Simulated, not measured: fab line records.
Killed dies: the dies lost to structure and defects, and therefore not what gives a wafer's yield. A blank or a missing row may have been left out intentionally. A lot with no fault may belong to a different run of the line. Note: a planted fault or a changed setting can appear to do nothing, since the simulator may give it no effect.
Problem report, 8D (eight disciplines) form, completed by code :: flow rit cmos :: the parts of the form that need people (team, actions taken, sign-off) are left out

1. THE ISSUE
On 2 wafers of 1 lot, cathode dc power W at RIT_M1_SPUTTER_00 has a mean of 1959.8 W; fault-free wafers read 2000.0 W, standard deviation 0.38. That is -99 or more standard deviations from the usual mean.
The step: material Al, target thk 400 nm, time 500 s.
Seen first at day 6 02:52 on pvd sputter-03, wafer L229.4. At this step, 39 wafers from 13 lots have a number in the record. Rule for "out" (also "out of limits"): further than 4 standard deviations from the usual mean. All remaining wafers that have a number are taken as sound.

2. WHAT IT IS AND WHAT IT IS NOT
question: which readings at this step
is: cathode dc power W
is not: -

question: which lots
is: L229
is not: L216, L217, L218, L219, L220, L221, L222, L223, L224, L225, L226, L238

question: which wafers of those lots
is: L229.4, L229.5
is not: L229.3

question: read on which tools
is: pvd sputter-03
is not: pvd sputter-01, pvd sputter-04

question: when
is: from day 6 02:52
is not: up to then (34 sound wafers); but 3 sound wafers of L238 came after

3. WHAT RULES OUT EACH SUSPECT
Counting: any tool at a process step up to the reading remains a suspect provided it ran every lot that is out. Sound lots after the first of them don't rule it out here, since some wafers of a struck lot are sound.
- pvd sputter-03 at RIT_M1_SPUTTER_00 (material Al, target thk 400 nm, time 500 s): kept. It processed L229, the lot that is out, at day 6 02:52, and its most recent sound lot before then was L225 at day 5 09:07. On those wafers its own readings are out: cathode dc power W.
Left after counting: pvd sputter-03 at RIT_M1_SPUTTER_00.

4. THE CAUSE (what the simulator had put in)
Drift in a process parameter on pvd sputter-03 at RIT_M1_SPUTTER_00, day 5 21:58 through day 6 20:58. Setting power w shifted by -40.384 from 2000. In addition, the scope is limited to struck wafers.
After counting, this tool was the only one left.

5. SEQUENCE OF EFFECTS, ordered by route
Each row: a reading where the mean over the struck wafers with a number is more than 3 standard deviations away from the usual. Only readings whose record carries a usual standard deviation are examined. hours: median over the lots of the time between each lot's start at the first step of this table that gives one and its start at this step. sigmas: the change, counted in usual standard deviations.
hours: 0
step: RIT_M1_SPUTTER_00
reading: cathode dc power W
usual: 2000.0 W
on struck wafers: 1959.8
change: -40.2
sigmas: -99 or more
Its process steps:
- RIT_M1_SPUTTER_00: material Al, target thk 400 nm, time 500 s.

6. HOW IT WOULD HAVE BEEN CAUGHT EARLIER
In this record the first reading out of limits was taken at day 6 02:52, 5 hours after the fault began at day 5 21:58.
